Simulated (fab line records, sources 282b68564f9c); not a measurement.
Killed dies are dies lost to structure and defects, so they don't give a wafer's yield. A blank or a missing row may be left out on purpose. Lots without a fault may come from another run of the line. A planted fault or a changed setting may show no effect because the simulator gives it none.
fab line records | flow rit_cmos
record lots=6 wafers=18 last_day=7
route steps=202 shown GATE@93 REOX@98 NLDD@103 M1@202
lots that met no fault: from a run of the same line without faults
start_h: hours from the record's first day to the start of the lot's first wafer shown | wait_h: hours since the lot's step before | " the same as in the row above | L1.1+2: a row that stands for several wafers | - no value, or no start given | * or withheld: withheld | < > ~ a bound
route shown NAME@n: a module of which the file shows steps, and the number in the route of the first | usual: mean/standard deviation of fault-free wafers | same: alike in all rows | chamber/n: place in a boat | sites: the reading at each site | _std_site: their standard deviation | _edge_site: outer sites' mean less inner sites' | radius_mm: how far each site lies from the wafer's centre | mask NAME#n: copy n | behind: the tool/chamber that last shaped the wafer | hold: why the lot was held/for how many hours/how that ended | device: the transistor (n, p or np) that didn't switch | end of line: the same wafers' tests at the end of the route | a step without rows: its recipe alone | killed: dies lost to structure and defects at the first sort, not the wafer's yield | map: a wafer's dies, x killed, . not, _ none there
set.NAME: the setting as run; set.NAME@STEP: as run at that earlier step | model.NAME: the simulator's own value behind a step, which no gauge read
lots at some steps of the route; a table a step, a row a wafer
services: from which hour (start_h, from the record's first day; less than 0 if before it) a tool's chamber was out of use, for how many hours, and why
## steps
# step RIT_GATE_OVL_MEAS_17
# usual GATE_OVL=0.5/1.2
# columns lot.wafer tool chamber start_h wait_h GATE_OVL[nm]
L404.1 overlay-01 - 68.40 0.1 1.9
L404.4 " - " " 1.5
L404.5 " - " " 2.6
L412.1 overlay-01 - 105.44 0.1 2.6
L412.2 " - " " 0.5
L412.3 " - " " 0.3
L414.4 overlay-02 - 116.02 0.1 0.5
L414.5 " - " " 0.5
L414.6 " - " " 0.4
L418.2 overlay-01 - 143.40 0.1 2.2
L418.3 " - " " 4.6
L418.4 " - " " 2.1
L419.2 overlay-01 - 145.63 0.1 -1.2
L419.5 " - " " 0.7
L419.6 " - " " -0.8
L420.2 overlay-01 - 153.90 0.1 -2.0
L420.3 " - " " 0.6
L420.4 " - " " -0.6
# step RIT_GATE_HARDBAKE_18
# recipe resist=NOVOLAK temp_c=140 time_s=60
# step RIT_GATE_ETCH_19
# recipe chemistry=SF6/CHF3/O2 time_s=165 SF6_flow_sccm=30 CHF3_flow_sccm=30 O2_flow_sccm=5 target=poly-Si pressure_mtorr=40 rf_w=160 target_depth_a=3125 over_etch_frac=0.25 stop_on=SiO2
# usual drypump_motor_current_A=5.9/0.41 oes_product_au=0.849/0.012 rf_fwd_power_W=159.4/0.49 throttle_valve_pct=10.29/0.14
# columns lot.wafer tool chamber start_h wait_h drypump_motor_current_A oes_product_au rf_fwd_power_W rf_hours_counter_h throttle_valve_pct
L404.1 rie_si-01 3 68.58 0.1 5.5 0.823 159.8 108 10.33
L404.4 " 1 " " 5.8 0.857 160.5 131 10.24
L404.5 " 1 " " 5.8 0.859 160.4 - 10.23
L412.1 rie_si-02 0 105.62 0.1 6.5 0.859 158.8 8 10.19
L412.2 " 3 " " 5.6 0.852 159.3 28 10.34
L412.3 " 1 " " 5.5 0.856 158.8 122 10.33
L414.4 rie_si-02 1 116.19 0.1 5.6 0.854 159.0 122 10.33
L414.5 " 2 " " 6.6 0.869 159.4 - 10.54
L414.6 " 3 " " 5.6 0.843 159.8 - 10.35
L418.2 rie_si-02 1 143.58 0.1 5.5 0.850 159.6 122 10.33
L418.3 " 3 " " 5.6 0.853 159.4 28 10.36
L418.4 " 2 " " 6.6 0.869 158.9 130 10.57
L419.2 rie_si-01 0 145.81 0.1 5.7 0.852 159.9 54 10.18
L419.5 " 3 " " 5.5 0.829 160.4 - 10.32
L419.6 " 0 " " 5.7 0.838 159.9 - 10.16
L420.2 rie_si-02 2 154.08 0.1 6.6 0.866 159.1 130 10.57
L420.3 " 0 " " 6.5 0.852 159.8 8 10.20
L420.4 " 1 " " 5.6 0.847 159.8 122 10.33
# step RIT_GATE_STRIP_20
# recipe chemistry=O2 time_s=180 resist=NOVOLAK platen_temp_c=withheld power_w=500 pressure_mtorr=4000 o2_flow_sccm=4000
# usual drypump_motor_current_A=5.8/0.49
# columns lot.wafer tool chamber start_h wait_h drypump_motor_current_A rf_hours_counter_h
L404.1 plasma_asher-01 1 68.69 0.1 4.9 28
L404.4 " 0 " " 5.5 -
L404.5 " 0 " " 5.5 -
L412.1 plasma_asher-03 1 105.73 0.1 6.0 46
L412.2 " 0 " " 6.0 46
L412.3 " 0 " " 6.0 -
L414.4 plasma_asher-04 0 116.35 0.1 6.1 -
L414.5 " 1 " " 6.3 -
L414.6 " 0 " " 6.1 -
L418.2 plasma_asher-04 0 143.69 0.1 6.1 49
L418.3 " 0 " " 6.2 -
L418.4 " 1 " " 6.3 -
L419.2 plasma_asher-04 0 145.91 0.1 6.1 50
L419.5 " 1 " " 6.3 -
L419.6 " 0 " " 6.2 -
L420.2 plasma_asher-01 1 154.19 0.1 5.0 36
L420.3 " 1 " " 5.0 -
L420.4 " 0 " " 5.5 -
# step RIT_GATE_CD_MEAS_90
# recipe target_cd_nm=150
# usual cd_nm=149.5/2.6
# columns lot.wafer tool chamber start_h wait_h cd_nm
L404.1 cd_sem-02 - 68.86 0.1 152.3
L404.4 " - " " 150.9
L404.5 " - " " 150.8
L412.1 cd_sem-02 - 105.91 0.1 146.9
L412.2 " - " " 146.4
L412.3 " - " " 144.4
L414.4 cd_sem-02 - 116.53 0.1 147.1
L414.5 " - " " 147.1
L414.6 " - " " 151.1
L418.2 cd_sem-02 - 143.89 0.1 150.4
L418.3 " - " " 149.1
L418.4 " - " " 150.0
L419.2 cd_sem-01 - 146.11 0.1 150.1
L419.5 " - " " 149.8
L419.6 " - " " 149.3
L420.2 cd_sem-02 - 154.38 0.1 150.7
L420.3 " - " " 150.3
L420.4 " - " " 149.1
# step RIT_REOX_CLEAN_00
# recipe chemistry=SC1 mix=3:3:50 time_s=600 temp_c=75
# step RIT_REOX_CLEAN_01
# recipe chemistry=dHF dilution=50:1 time_s=30
# step RIT_REOX_CLEAN_02
# recipe chemistry=SC2 mix=3:3:50 time_s=600 temp_c=75 dry=n2_spin
# step RIT_REOX_OXIDATION_03
# recipe temp_c=900 ambient=O2 target_thk_a=252 ox_time_s=5580
# step RIT_REOX_THK_MEAS_04
# recipe reads=SiO2_of_REOX_OXIDATION_03
# usual REOX_OXIDE_THK=25.3/0.4
# columns lot.wafer tool chamber start_h wait_h REOX_OXIDE_THK[nm]
L404.1 film_metro-02 - 72.39 0.0 24.9
L404.4 " - " " 25.1
L404.5 " - " " 25.1
L412.1 film_metro-04 - 110.02 0.0 25.9
L412.2 " - " " 25.5
L412.3 " - " " 25.4
L414.4 film_metro-02 - 119.57 0.0 25.6
L414.5 " - " " 24.9
L414.6 " - " " 24.8
L418.2 film_metro-02 - 146.91 0.0 25.5
L418.3 " - " " 25.3
L418.4 " - " " 25.3
L419.2 film_metro-02 - 150.78 0.0 25.5
L419.5 " - " " 25.6
L419.6 " - " " 25.7
L420.2 film_metro-04 - 157.81 0.0 25.6
L420.3 " - " " 25.3
L420.4 " - " " 25.5
# step RIT_NLDD_HMDS_00
# recipe prime_time_s=60 prime_temp_c=140
# step RIT_NLDD_COAT_01
# recipe resist=NOVOLAK spin_rpm=3250 resist_thk_nm=1000
# step RIT_NLDD_SOFTBAKE_02
# recipe resist=NOVOLAK temp_c=90 time_s=60
# usual heater_power_total_W=34.56/0.046 run_length_s=89.26/0.12
# columns lot.wafer tool chamber start_h wait_h heater_power_total_W run_length_s
L404.1 litho_track-03 0 72.75 0.1 34.54 89.06
L404.4 " 0 " " 34.58 89.30
L404.5 " 0 " " 34.59 89.23
L412.1 litho_track-02 0 110.38 0.1 34.61 89.19
L412.2 " 0 " " 34.56 89.27
L412.3 " 0 " " 34.56 89.29
L414.4 litho_track-03 0 120.06 0.1 35.79 82.60
L414.5 " 0 " " 35.74 82.72
L414.6 " 0 " " 35.75 82.97
L418.2 litho_track-03 0 147.29 0.1 35.77 82.83
L418.3 " 0 " " 35.84 82.77
L418.4 " 0 " " 35.73 82.67
L419.2 litho_track-04 0 151.15 0.1 34.49 89.14
L419.5 " 0 " " 34.63 89.43
L419.6 " 0 " " 34.53 89.14
L420.2 litho_track-04 0 158.19 0.1 34.53 89.29
L420.3 " 0 " " 34.50 89.17
L420.4 " 0 " " 34.56 89.45
# step RIT_NLDD_EXPOSE_03
# recipe mask_id=M7 na=0.57 target_cd_nm=40700 dose_mj=250
# step RIT_M1_PROBE_99
# usual killed_at_front_end=7/3 killed_dies=7/3 killed_open=3.4/1.8 killed_short=3.8/2.1
# same gross_dies=264 killed_at_M0_to_M3=0 killed_at_M4_up=0 killed_at_back_side=0 killed_at_contacts=0 killed_at_other=0
# columns lot.wafer tool chamber start_h wait_h killed_at_front_end killed_dies killed_open killed_short
L419.2 prober-02 - 167.11 0.1 5 5 3 2
L419.5 prober-02 - 167.26 0.2 13 13 9 4
L419.6 prober-02 - 167.31 0.2 8 8 4 4
L420.2 prober-01 - 174.01 0.1 8 8 3 5
L420.3 prober-01 - 174.06 0.2 7 7 3 4
L420.4 prober-01 - 174.11 0.2 2 2 1 1
# killed by level:class
L419.2 GATE:geometric_particle:open=2 FOX1:geometric_particle:short=1 FOX2:geometric_particle:open=1 SPACER:geometric_particle:short=1
L419.5 FOX1:geometric_particle:open=3 GATE:geometric_particle:short=2 GATE:geometric_particle:open=2 SPACER:geometric_particle:open=2 FOX2:geometric_particle:open=1 FOX2:geometric_particle:short=1 SPACER:geometric_particle:short=1 SILICIDE:geometric_particle:open=1
L419.6 GATE:geometric_particle:open=3 GATE:geometric_particle:short=3 FOX1:geometric_particle:open=1 SILICIDE:geometric_particle:short=1
L420.2 GATE:geometric_particle:short=3 FOX2:geometric_particle:open=1 GATE:geometric_particle:open=1 REOX:geometric_particle:short=1 REOX:geometric_particle:open=1 SILICIDE:geometric_particle:short=1
L420.3 GATE:geometric_particle:short=2 GATE:geometric_particle:open=2 REOX:geometric_particle:short=1 REOX:geometric_particle:open=1 SILICIDE:geometric_particle:short=1
L420.4 GATE:geometric_particle:short=1 GATE:geometric_particle:open=1
## services
# columns tool chamber start_h hours kind
plasma_asher-03 - 76.25 2.9 repair
plasma_asher-04 - 78.88 2.8 pm
plasma_asher-03 - 108.75 9.0 pm
plasma_asher-03 0 108.75 9.0 vent_cycle
plasma_asher-03 1 108.75 9.0 vent_cycle
plasma_asher-03 - 116.03 0.7 repair
plasma_asher-03 0 117.75 - clean
plasma_asher-03 1 117.75 - clean
rie_si-01 2 125.48 40.6 repair
plasma_asher-01 - 136.21 0.6 repair
rie_si-01 - 156.58 1.3 repair
## key
first_sign step=RIT_NLDD_SOFTBAKE_02 reading=run_length_s direction=down sigmas=56 usual=* struck=*
effect step=RIT_NLDD_SOFTBAKE_02 reading=heater_power_total_W direction=up sigmas=26 usual=34.56 struck=35.77
met_at RIT_NLDD_SOFTBAKE_02
struck_wafers L414.4,L414.5,L414.6,L418.2,L418.3,L418.4
tester_left_out L414,L418
onset_between 72.75 120.06
fault kind=process_parameter_drift tool=litho_track-03 chamber=- onset_h=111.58 steps=RIT_NLDD_SOFTBAKE_02 channel=time_s offset=* shape=step end_h=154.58 acts_in=* stated=*
# tester_left_out: of these lots the tester's yield and bins aren't shown, on N5 and GAA mostly nor the transistor test; their killed dies are dies lost to structure and defects alone, not to doping, threshold or leakage, so they don't give the yield
